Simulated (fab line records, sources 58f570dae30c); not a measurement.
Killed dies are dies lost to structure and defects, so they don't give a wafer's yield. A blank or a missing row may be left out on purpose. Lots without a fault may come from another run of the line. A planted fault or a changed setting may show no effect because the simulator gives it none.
Which tool did it? | flow berkeley_cmos170 | 7 lots, 21 wafers sampled, at 2 steps of a route of 331

WHAT THE GAUGES READ, wafer by wafer
UCB170_PWELL_THK_MEAS_03.
lot  | measured    | on            | PWELL_OXIDE_THK (nm)
L953 | day 2 17:24 | film_metro-02 | 25.6 25.7 25.6
L956 | day 3 15:18 | film_metro-02 | 26.9 26.9 27.2
L959 | day 4 12:47 | film_metro-04 | 26.3 25.8 26.1
L961 | day 4 12:47 | film_metro-03 | 26.9 26.7 27.1
L967 | day 5 23:53 | film_metro-03 | 17.4 16.9 17.4
L969 | day 6 10:51 | film_metro-02 | 18.2 18.3 18.5
L973 | day 6 23:31 | film_metro-03 | 26.1 25.6 25.8

WHICH TOOL RAN EACH LOT (tool, then ch and the chambers of the sampled wafers, then the start)
lot  | UCB170_PWELL_OXIDATION_02
L953 | furnace-02 ch 0, day 2 16:03
L956 | furnace-02 ch 0, day 3 13:57
L959 | furnace-03 ch 0, day 4 11:26
L961 | furnace-03 ch 0, day 4 11:26
L967 | furnace-03 ch 0, day 5 22:31
L969 | furnace-03 ch 0, day 6 09:30
L973 | furnace-01 ch 0, day 6 22:09
- UCB170_PWELL_OXIDATION_02: target thk 26.4 nm, ox time 1260 s.

THE ANSWER, worked out from the rows above alone
Rule: what is usual is taken from the lots themselves. Put in order of their means at a reading, lots are off if they are a third of the lots or fewer, leave a main group of 4 or more, and stand apart from it by a gap of 3 or more times the standard deviation of the main group's means; of several such gaps the widest counts. A main group whose means are all the same, to the digits that the tables above print for the reading, isn't used. A lot without any number at a reading at which 4 lots or more have one is off too. The other lots that the step has rows for count as sound.
Off: L967, L969, at UCB170_PWELL_THK_MEAS_03 (PWELL_OXIDE_THK). The main group: mean 26.3 nm, standard deviation 0.56.
A tool fits if, at a process step before that reading, it ran every lot that is off, and no sound lot after the first of them. The gauges at UCB170_PWELL_THK_MEAS_03 are tried like those tools. One fits: furnace-03 at UCB170_PWELL_OXIDATION_02. Its last sound lot is L959 (day 4 11:26), its first lot that is off L967 (day 5 22:31): a fault that began between those two fits.

WHAT THE SIMULATOR HAD PUT IN
Process parameter drift: furnace-03, from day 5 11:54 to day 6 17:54, at UCB170_PWELL_OXIDATION_02. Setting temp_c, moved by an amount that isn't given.
Lots struck among those shown: L967, L969. The rule above found the same.
